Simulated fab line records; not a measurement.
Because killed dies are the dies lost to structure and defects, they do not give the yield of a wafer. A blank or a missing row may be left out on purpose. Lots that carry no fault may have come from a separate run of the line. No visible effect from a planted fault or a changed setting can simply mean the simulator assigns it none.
Which tool was responsible? -- flow rit_cmos -- 42 wafers from 14 lots sampled at 2 of the route's 202 steps

## WHAT EACH GAUGE READ, for each wafer
The record holds no reading of a measuring or inspecting step that can be judged against a usual standard deviation.

## EACH LOT AND THE TOOL THAT RAN IT (in order: tool; ch and the chambers of the sampled wafers; start)
lot,RIT_PSD_SOFTBAKE_02,RIT_M1_PROBE_99
L235,"litho_track-03 ch 0, day 3 10:20",-
L236,"litho_track-04 ch 0, day 3 16:33",-
L237,"litho_track-04 ch 0, day 3 17:57",-
L238,"litho_track-04 ch 0, day 3 22:31",-
L239,"litho_track-04 ch 0, day 3 23:56",-
L240,"litho_track-04 ch 0, day 4 02:35",-
L242,"litho_track-04 ch 0, day 4 16:28",-
L243,"litho_track-01 ch 0, day 4 18:35",-
L246,"litho_track-01 ch 0, day 5 17:56",-
L249,"litho_track-01 ch 0, day 6 03:28","prober-02, day 6 12:17"
L250,"litho_track-01 ch 0, day 6 08:57",-
L251,"litho_track-04 ch 0, day 6 14:13",-
L257,"litho_track-04 ch 0, day 7 20:17",-
L258,"litho_track-03 ch 0, day 8 01:40",-
- RIT_PSD_SOFTBAKE_02: time 60 s.
- RIT_M1_PROBE_99

## AS READ BY THE TOOLS THEMSELVES (means over the sampled wafers that have a number; for cases with no such wafer, the mark the record gives instead)
RIT_PSD_SOFTBAKE_02. Usual: exhaust_pa 45.0 Pa, standard deviation 1; heater_power_total_W 34.56 W, standard deviation 0.049; plate_temp_C 90.02 C, standard deviation 0.14.
lot,tool,exhaust_pa (Pa),heater_power_total_W (W),plate_temp_C (C),flag
L235,litho_track-03,46.5,34.56,89.99,
L236,litho_track-04,45.8,34.62,90.17,
L237,litho_track-04,46.4,34.58,90.04,
L238,litho_track-04,45.2,34.53,90.10,
L239,litho_track-04,45.2,34.54,90.05,
L240,litho_track-04,46.3,34.56,90.17,
L242,litho_track-04,44.0,34.60,90.02,
L243,litho_track-01,44.5,34.61,89.98,
L246,litho_track-01,45.0,34.52,89.88,
L249,litho_track-01,44.8,35.70,92.06,OFF
L250,litho_track-01,45.3,35.68,92.18,OFF
L251,litho_track-04,46.3,34.60,90.01,
L257,litho_track-04,44.1,34.61,90.14,
L258,litho_track-03,46.1,34.57,90.14,

RIT_M1_PROBE_99. Usual: killed_at_contacts 0.1, standard deviation 0.27; killed_at_front_end 7, standard deviation 3.3; killed_dies 7, standard deviation 3.3; killed_open 3.5, standard deviation 2; killed_short 3.8, standard deviation 2.2.
lot,tool,killed_at_contacts,killed_at_front_end,killed_dies,killed_open,killed_short,flag
L249,prober-02,0.0,7,7,4.3,2.3,

## THE ANSWER, worked out from the rows above alone
Rule: take the mean of a lot's wafers that have a number; if it is more than 3 standard deviations from the usual mean, the lot is off. A lot without any number at a reading at which 4 lots or more have one is off too. Where the step has rows for the other lots, those lots are counted as sound. First the gauges in route order, then the tools' own readings, where a lot's mean is used as printed above. At the first step where some lot is off, the reading lying furthest off is the one used; lots without a number count as furthest.
Off at RIT_PSD_SOFTBAKE_02 (heater_power_total_W): L249, L250.
A tool fits if, at that step or a process step before it, it ran every lot that is off, and no sound lot after the first of them. One candidate fits, namely litho_track-01 at RIT_PSD_SOFTBAKE_02. A fault onset in the window from L246 (day 5 17:56, its last sound lot) to L249 (day 6 03:28, its first lot off) fits.
The tool's own readings at RIT_PSD_SOFTBAKE_02 bear it out: on the lots that are off they differ by more than 5 times the standard deviation of the sound lots' means. heater_power_total_W reads 35.69 W there against 34.58 W on the sound lots; plate_temp_C reads 92.12 C there against 90.06 C on the sound lots.

## WHAT THE SIMULATOR HAD PUT IN
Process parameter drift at RIT_PSD_SOFTBAKE_02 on litho_track-01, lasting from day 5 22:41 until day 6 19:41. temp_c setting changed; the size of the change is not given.
Lots struck among those shown: L249, L250. This agrees with what the rule above found.
